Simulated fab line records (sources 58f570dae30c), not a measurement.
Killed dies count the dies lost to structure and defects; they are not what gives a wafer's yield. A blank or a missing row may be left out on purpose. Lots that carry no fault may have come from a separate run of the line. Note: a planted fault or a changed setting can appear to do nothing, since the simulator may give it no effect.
Struck lot and sound lot, side by side ; flow berkeley-cmos170 ; 44 steps out of a route of 331
Sound: wafers L371.1, L371.3, L371.5. Wafers L375.1, L375.4, L375.5 were the ones struck. The cause is given at the end.
For every step that has rows: the tool of each side, followed by ch and its chambers, followed by its first start. Under that, the readings that differ: sound wafers ; struck wafers ; difference of the means ; sigmas: that difference in standard deviations of wafers without a fault.
alike: readings with means less than 2 such deviations apart, plus words and numbers identical on both sides. not compared: withheld readings, readings lacking a value on some wafer, bounds such as >300 that could conceal the same value, and numbers that have no deviation in the record and whose values overlap.
A row with sigmas, a row that says differs or no value, or rows on one side alone: a step with any of these is where the two part. Numbers that have no deviation but don't overlap get no sigmas and don't part them. A reading that every wafer of one side lacks parts them only if that side has two wafers or more.

first, 1 step without rows for these wafers: UCB170_GATE_ETCH_15 (etches poly-Si in HBr/Cl2, stops on SiO2, time 56.3 s, target depth 278.2 nm).
UCB170_GATE_STRIP_16: strips in O2.
  sound on plasma-asher-01 ch 0, day 6 03:31; struck on plasma-asher-02 ch 0,1, day 7 06:31
  alike: drypump-motor-current-A, oes-product-au
  not compared: rf-hours-counter-h
UCB170_GATE_CD_MEAS_90: the cd target is 350 nm.
  sound on cd-sem-02, day 6 03:45; struck on cd-sem-01, day 7 06:37
reading;sound;struck;difference;sigmas
cd-nm (nm);352.6 352.2 351.3;349.0 348.6 349.0;-3.2;-2
then, 7 steps without rows for these wafers: UCB170_GATE_CLEAN_17 (cleans in SPM, time 600 s); UCB170_PLDD_HMDS_00 (prime time 60 s); UCB170_PLDD_COAT_01 (resist thk 900 nm); UCB170_PLDD_SOFTBAKE_02 (time 60 s); UCB170_PLDD_EXPOSE_03 (exposes mask PSELECT, target cd 1200 nm); UCB170_PLDD_PEB_04; UCB170_PLDD_DEVELOP_05 (develop time 45 s).
UCB170_PLDD_CD_MEAS_06: the cd target is 1200 nm.
  sound on cd-sem-01, day 6 06:38; struck on cd-sem-02, day 7 08:28
  alike: cd-nm
UCB170_PLDD_OVL_MEAS_07:
  sound on overlay-02, day 6 06:46; struck on overlay-01, day 7 08:35
  alike: PLDD_OVL
UCB170_PLDD_IMPLANT_08:
  sound on implanter-04 ch 0, day 6 06:48; struck on implanter-04 ch 0, day 7 08:38
reading;sound;struck;difference;sigmas
tilt-deg (degrees);6.979 6.970 6.991;8.345 8.339 8.366;+1.370;+72
  alike: beam-energy-keV, rotation-deg
after that, 1 step had no rows for these wafers: UCB170_PLDD_IMPLANT_09.
UCB170_PLDD_STRIP_10: strips in O2.
  sound on plasma-asher-03 ch 0,1, day 6 07:06; struck on plasma-asher-04 ch 0,1, day 7 08:56
  alike: drypump-motor-current-A, oes-product-au, strip-time-to-endpoint-s
  not compared: rf-hours-counter-h
UCB170_PLDD_TW_MEAS_11:
  sound on film-metro-02, day 6 07:12; struck on film-metro-01, day 7 09:02
  alike: PLDD_TW
then, 7 steps without rows for these wafers: UCB170_PLDD_CLEAN_12 (cleans in SPM, time 600 s); UCB170_NLDD_HMDS_00 (prime time 60 s); UCB170_NLDD_COAT_01 (resist thk 900 nm); UCB170_NLDD_SOFTBAKE_02 (time 60 s); UCB170_NLDD_EXPOSE_03 (exposes mask NSELECT, target cd 1200 nm); UCB170_NLDD_PEB_04; UCB170_NLDD_DEVELOP_05 (develop time 45 s).
UCB170_NLDD_CD_MEAS_06: the cd target is 1200 nm.
  sound on cd-sem-02, day 6 09:43; struck on cd-sem-02, day 7 12:38
  alike: cd-nm
UCB170_NLDD_OVL_MEAS_07:
  sound on overlay-02, day 6 09:50; struck on overlay-02, day 7 12:45
  alike: NLDD_OVL
then, 2 steps without rows for these wafers: UCB170_NLDD_IMPLANT_08; UCB170_NLDD_IMPLANT_09.
UCB170_NLDD_STRIP_10: strips in O2.
  sound on plasma-asher-04 ch 0,1, day 6 10:10; struck on plasma-asher-04 ch 0,1, day 7 13:05
  alike: drypump-motor-current-A, oes-product-au, strip-time-to-endpoint-s
  not compared: rf-hours-counter-h
UCB170_NLDD_TW_MEAS_11:
  sound on film-metro-02, day 6 10:16; struck on film-metro-03, day 7 13:11
  alike: NLDD_TW
then, 1 step without rows for these wafers: UCB170_NLDD_CLEAN_12 (cleans in SPM, time 600 s).
UCB170_SPACER_CVD_00: deposits SiO2 from TEOS/O2, target thk 376 nm, time 47 s.
  sound on pecvd-04 ch 1,2, day 6 10:31; struck on pecvd-02 ch 1,2, day 7 13:26
  alike: heater-power-w, rf-fwd-power-W
UCB170_SPACER_THK_MEAS_01:
  sound on film-metro-01, day 6 10:33; struck on film-metro-04, day 7 13:29
  alike: SPACER_TEOS_THK
then, 1 step without rows for these wafers: UCB170_SPACER_ANNEAL_02 (time 1800 s).
UCB170_SPACER_ETCHBACK_03: etches SiO2 in CHF3/CF4/Ar, stops on Si, target depth 376 nm, time 100 s.
  sound on rie-diel-03 ch 0,2,3, day 6 12:07; struck on rie-diel-03 ch 1,2, day 7 15:45
  alike: drypump-motor-current-A, oes-product-au, rf-fwd-power-W, throttle-valve-pct
  not compared: rf-hours-counter-h
then, 6 steps without rows for these wafers: UCB170_PSD_HMDS_00 (prime time 60 s); UCB170_PSD_COAT_01 (resist thk 900 nm); UCB170_PSD_SOFTBAKE_02 (time 60 s); UCB170_PSD_EXPOSE_03 (exposes mask PSELECT MOD, target cd 1200 nm); UCB170_PSD_PEB_04; UCB170_PSD_DEVELOP_05 (develop time 45 s).
UCB170_PSD_CD_MEAS_06: the cd target is 1200 nm.
  sound on cd-sem-01, day 6 14:25; struck on cd-sem-02, day 7 18:28
  alike: cd-nm
UCB170_PSD_OVL_MEAS_07:
  sound on overlay-01, day 6 14:32; struck on overlay-01, day 7 18:35
  alike: PSD_OVL
UCB170_SDANNEAL_RS_MEAS_04: measures by four-point-probe.
  sound on film-metro-01, day 6 20:14; struck on film-metro-03, day 7 23:59
reading;sound;struck;difference;sigmas
PLDD_RS (ohm/sq);1030 1035 1029;- - -;no value on the struck wafers;
UCB170_M3_PROBE_99:
  the record has rows for the struck wafers here (prober-02, day 9 05:08) and none for the sound ones

WHERE THEY PART
Last at UCB170_M3_PROBE_99 as far as this record goes, first at UCB170_GATE_CD_MEAS_90.

WHY: whatever the simulator had introduced
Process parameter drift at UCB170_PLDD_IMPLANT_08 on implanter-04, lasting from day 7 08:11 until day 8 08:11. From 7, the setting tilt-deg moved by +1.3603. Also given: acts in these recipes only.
